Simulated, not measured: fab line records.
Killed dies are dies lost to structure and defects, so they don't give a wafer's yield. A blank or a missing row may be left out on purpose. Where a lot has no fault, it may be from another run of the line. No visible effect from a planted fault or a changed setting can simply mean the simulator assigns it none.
Code-filled problem report in 8D (eight disciplines) form ; flow berkeley_cmos170 ; the parts of the form that need people (team, actions taken, sign-off) are left out

1. THE ISSUE
Mean PVT_TW at UCB170_PVT_TW_MEAS_09: 444.1 over 6 wafers in 2 lots; fault-free wafers: 502.4, standard deviation 2.5. That is -23 standard deviations from the usual mean.
First observed at day 7 21:46: wafer L547.2, on film_metro-01. The record holds 33 wafers of 11 lots with a number at this step. Rule for "out", or "out of limits": more than 4 standard deviations from the usual mean. All remaining wafers that have a number are taken as sound.

2. WHAT IT IS; WHAT IT IS NOT
question;is;is not
which readings at this step;PVT_TW;-
which lots;L547, L548;L538, L539, L540, L553, L554, L555, L556, L560, L561
which wafers of those lots;all that have a number;-
read on which gauges;film_metro-01, film_metro-04;film_metro-03
when;from day 7 21:46;"up to then (9 sound wafers); but 18 sound wafers of L553, L554, L555, L556, L560, L561 came after"

3. WHAT RULES OUT EACH SUSPECT
Counting: a tool at a process step up to the reading stays a suspect if it ran every lot that is out and no sound lot after the first of them.
- ruled out: the gauge at UCB170_PVT_TW_MEAS_09. Those wafers that are out were read across 2 gauges (film_metro-01, film_metro-04).
- implanter-01 at UCB170_PVT_IMPLANT_07: ruled out as a lasting fault. Following L547 (day 7 21:32), the first lot on it that is out, the sound lots L560 were run on it.
Left after counting: nothing in the record.

4. THE CAUSE (what the simulator had put in)
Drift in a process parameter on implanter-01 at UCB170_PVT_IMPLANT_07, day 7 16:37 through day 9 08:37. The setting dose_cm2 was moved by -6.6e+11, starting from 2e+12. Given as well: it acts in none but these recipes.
The count ruled it out by mistake, since the rule takes a fault to strike every lot its tool runs from the start of the fault on, and this one did not do so.

5. THE EFFECT CHAIN, in route order
Each row: a reading whose mean over the struck wafers that have a number lies more than 3 standard deviations from the usual. Scope: only readings with a usual standard deviation given in the record; hours: median across lots of the time from each lot's start at the first step in this table that gives one to its start at this step; sigmas: change in usual standard deviations.
hours;step;reading;usual;on struck wafers;change;sigmas
0;UCB170_PVT_IMPLANT_07;dose_ions_cm2;2.0003e+12;1.3404e+12;-6.5985e+11;-99 or more
0;UCB170_PVT_IMPLANT_07;faraday_current_uA;6.35;4.30;-2.05;-16
0;UCB170_PVT_TW_MEAS_09;PVT_TW;502.4;444.1;-58.2;-23
Process steps it contains:
- UCB170_PVT_IMPLANT_07
Later measuring or inspecting steps at which every struck wafer that the step has a row for has a number for every such reading, and none has moved that far: UCB170_NSD_CD_MEAS_06.

6. HOW IT WOULD HAVE BEEN CAUGHT EARLIER
Counted from the fault's start at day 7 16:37, it took 5 hours until the first out-of-limits reading at a measuring or inspecting step in this record, taken at day 7 21:46.
Tool's own readings at UCB170_PVT_IMPLANT_07, dose_ions_cm2, faraday_current_uA: out on all struck wafers the step has rows for; an alarm limit on them would have tripped on the first.
